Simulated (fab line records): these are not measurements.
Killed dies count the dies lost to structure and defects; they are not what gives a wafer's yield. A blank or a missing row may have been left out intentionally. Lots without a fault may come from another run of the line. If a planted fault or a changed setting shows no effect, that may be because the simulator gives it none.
A struck lot beside a sound one ; flow rit-cmos ; 15 out of 202 route steps
Sound: these wafers, L282.1, L282.2, L282.4. The struck wafers were L290.3, L290.5, L290.6. The cause is named last.
For every step that has rows: the tool of each side, followed by ch and its chambers, followed by its first start. Under that, the readings that differ: sound wafers ; struck wafers ; difference of the means ; sigmas: that difference in standard deviations of wafers without a fault.
alike: readings with means less than 2 such deviations apart, plus words and numbers identical on both sides. not compared: withheld readings, readings lacking a value on some wafer, bounds such as >300 that could conceal the same value, and numbers that have no deviation in the record and whose values overlap.
The two part at a step that has a row with sigmas, a row that says differs or no value, or rows on one side only. Numbers that have no deviation but don't overlap get no sigmas and don't part them. A reading that every wafer of one side lacks parts them only if that side has two wafers or more.

first, 3 steps without rows for these wafers: RIT_REOX_CLEAN_01 (cleans in dHF, time 30 s); RIT_REOX_CLEAN_02 (cleans in SC2, time 600 s); RIT_REOX_OXIDATION_03 (target thk 25.2 nm, ox time 5580 s).
RIT_REOX_THK_MEAS_04:
  sound on film-metro-02 at day 3 05:05; struck on film-metro-02 at day 4 19:38
  alike: REOX_OXIDE_THK
then, 6 steps without rows for these wafers: RIT_NLDD_HMDS_00 (prime time 60 s); RIT_NLDD_COAT_01 (resist thk 1000 nm); RIT_NLDD_SOFTBAKE_02 (time 60 s); RIT_NLDD_EXPOSE_03 (exposes mask M7, target cd 40700 nm); RIT_NLDD_PEB_04; RIT_NLDD_DEVELOP_05 (develop time 50 s).
RIT_NLDD_OVL_MEAS_06:
  sound on overlay-01 at day 3 05:59; struck on overlay-01 at day 4 20:36
  alike: NLDD_OVL
then, 1 step without rows for these wafers: RIT_NLDD_HARDBAKE_07 (time 60 s).
RIT_NLDD_IMPLANT_08:
  sound on implanter-02 ch 0, day 3 06:11; struck on implanter-02 ch 0, day 4 20:49
reading;sound;struck;difference;sigmas
beam-energy-keV;19.998 19.993 19.996;20.772 20.773 20.776;+0.778;+99 or more
model.implant.drp-nm (nm);12.97 12.97 12.97;13.27 13.27 13.27;+0.30;
  alike: beam-on-s, dose-ions-cm2
RIT_NLDD_STRIP_09: strips in O2, time 180 s.
  sound on plasma-asher-01 ch 0,1, day 3 06:20; struck on plasma-asher-03 ch 0,1, day 4 20:59
  alike: drypump-motor-current-A
  not compared: rf-hours-counter-h
RIT_M1_PROBE_99:
  sound on prober-01 at day 3 21:31; struck on prober-02 at day 5 11:59
  alike: killed-at-contacts, killed-at-front-end, killed-dies, killed-on-rim, killed-open, killed-short

## WHERE THEY PART
Only at RIT_NLDD_IMPLANT_08, as far as this record shows. Later steps at which nothing parts them and some readings are alike: RIT_NLDD_STRIP_09, RIT_M1_PROBE_99.

WHY: whatever the simulator had introduced
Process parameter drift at RIT_NLDD_IMPLANT_08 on implanter-02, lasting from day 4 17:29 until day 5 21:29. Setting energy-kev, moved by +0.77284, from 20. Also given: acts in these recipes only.
